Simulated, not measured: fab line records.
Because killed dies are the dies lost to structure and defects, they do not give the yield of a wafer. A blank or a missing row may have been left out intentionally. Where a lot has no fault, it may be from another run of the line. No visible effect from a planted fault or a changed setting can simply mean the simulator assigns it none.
Split-lot experiment ; flow rit_cmos ; on a route of 202 steps: 5 lots, 23 wafers read

SPLIT DETAILS
At RIT_GATE_EXPOSE_13 (exposes mask M6, target cd 150 nm), the setting dose_mj was moved away from the recipe's 380 on 9 of the 23 wafers read, by -6.8% to +4.7%. All remaining wafers had this setting at the recipe value.

FROM THE SPLIT TO THE READING: what the file shows between them, 6 steps
- RIT_GATE_PEB_14
- RIT_GATE_DEVELOP_15: develop time 50 s
- RIT_GATE_CD_MEAS_16: target cd 150 nm
- RIT_GATE_HARDBAKE_18: time 60 s
- RIT_GATE_ETCH_19: etches poly-Si in SF6/CHF3/O2, stops on SiO2, time 165 s, target depth 312.5 nm
- RIT_GATE_STRIP_20: strips in O2, time 180 s

THE READING
At RIT_GATE_CD_MEAS_90: cd_nm in nanometres, against a target cd of 150 nm. On this fab line, fault-free wafers typically give 149.5 nm with a standard deviation of 2.7 nm.

wafer;tool, chamber at the split;dose_mj as run;against the recipe;cd_nm, nm;against lot-mates on the recipe
L074.1;iline_stepper-02, 0;380;recipe;152.1;-
L074.3;iline_stepper-02, 0;380;recipe;148.7;-
L074.4;iline_stepper-02, 0;358.4;-5.7%;178.2;+27.9
L074.5;iline_stepper-02, 0;358.4;-5.7%;179.2;+28.9
L074.6;iline_stepper-02, 0;380;recipe;150.2;-
L075.3;iline_stepper-02, 0;380;recipe;150.8;-
L075.5;iline_stepper-02, 0;380;recipe;149.1;-
L075.6;iline_stepper-02, 0;380;recipe;149.5;-
L081.1;iline_stepper-02, 0;380;recipe;147.4;-
L081.2;iline_stepper-02, 0;394.9;+3.9%;133.1;-17.0
L081.3;iline_stepper-02, 0;380;recipe;152.5;-
L081.5;iline_stepper-02, 0;380;recipe;150.4;-
L081.6;iline_stepper-02, 0;394.9;+3.9%;133.5;-16.6
L083.1;iline_stepper-02, 0;380;recipe;148.3;-
L083.2;iline_stepper-02, 0;380;recipe;146.3;-
L083.3;iline_stepper-02, 0;354;-6.8%;185.1;+37.0
L083.4;iline_stepper-02, 0;380;recipe;149.7;-
L083.5;iline_stepper-02, 0;354;-6.8%;182.0;+33.9
L085.2;iline_stepper-02, 0;398;+4.7%;123.9;-18.3
L085.3;iline_stepper-02, 0;380;recipe;137.4;-
L085.4;iline_stepper-02, 0;398;+4.7%;113.2;-29.0
L085.5;iline_stepper-02, 0;398;+4.7%;116.9;-25.3
L085.6;iline_stepper-02, 0;380;recipe;147.1;-

THE FIT
A straight line over all 23 wafers: cd_nm changes by -5.37 nm for each +1% of dose_mj; r = -0.97; the points scatter about the line by 4.3 nm.
The same after taking each lot's own level away (the mean of its wafers on the recipe; 23 wafers): -5.01 nm for each +1%; r = -0.99; scatter 2.7 nm.
That fit puts the effect of the largest move of dose_mj on the reading at 34 nm.
From 142.25 to 150.33 nm: that is the span of the lots' own levels, equal to 3.0 times the standard deviation above.
The two slopes agree, so the slope changes little with the lot-to-lot level.
Check: +33.8 nm against its lot-mates is what the line predicts for one of the wafers moved furthest among these (-6.8%) when that wafer is left out of the fit. It came out at +37 nm against them.

OTHER SPLITS APPLIED TO THESE WAFERS
Note: prior to the reading, these wafers also went through further splits. Each is held against what the fit with the lots' levels taken away leaves over:
other split on the same wafers;wafers away from the commonest value;r with cd_nm (lot level and that fit taken away)
RIT_ACTIVE_OXIDATION_01 ox_time_s;15;-0.12
RIT_ACTIVE_EXPOSE_08 dose_mj;11;+0.37
RIT_ACTIVE_HARDBAKE_12 temp_c;4;+0.02
RIT_NWELL_COAT_01 spin_rpm;11;+0.02
RIT_PRETRO_COAT_01 resist_thk_nm;8;+0.24
RIT_GATE_COAT_11 resist_thk_nm;8;+0.69

THE WHOLE CHAIN: every reading that the file lists as answering this split, in the file's order
step;what it does;reading;change (the file's fit);r (the file's)
RIT_GATE_DEVELOP_15;develop time 50 s;GATE.cd_nm (the simulator's own value, which no gauge read);-5.02 nm for each +1% of the setting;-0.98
RIT_GATE_CD_MEAS_16;target cd 150 nm;cd_nm;-5.03 nm for each +1% of the setting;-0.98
RIT_GATE_CD_MEAS_90;target cd 150 nm;cd_nm;-5 nm for each +1% of the setting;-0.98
RIT_M1_PROBE_99;;etest.nmos_0p15.r_on_ohm_um (the simulator's own value, which no gauge read);-33.2 for each +1% of the setting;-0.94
RIT_M1_PROBE_99;;etest.pmos_turned.r_on_ohm_um (the simulator's own value, which no gauge read);-113 for each +1% of the setting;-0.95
RIT_M1_PROBE_99;;etest.pmos_0p15.r_on_ohm_um (the simulator's own value, which no gauge read);-114 for each +1% of the setting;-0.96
RIT_M1_PROBE_99;;etest.pmos_0p3.r_on_ohm_um (the simulator's own value, which no gauge read);-59.8 for each +1% of the setting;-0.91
RIT_M1_PROBE_99;;etest.ppoly_line.line_ohm_um (the simulator's own value, which no gauge read);+8.6 for each +1% of the setting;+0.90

THE FILE'S OWN FIT
cd_nm changes by -5 nm for each +1% of dose_mj, r = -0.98.
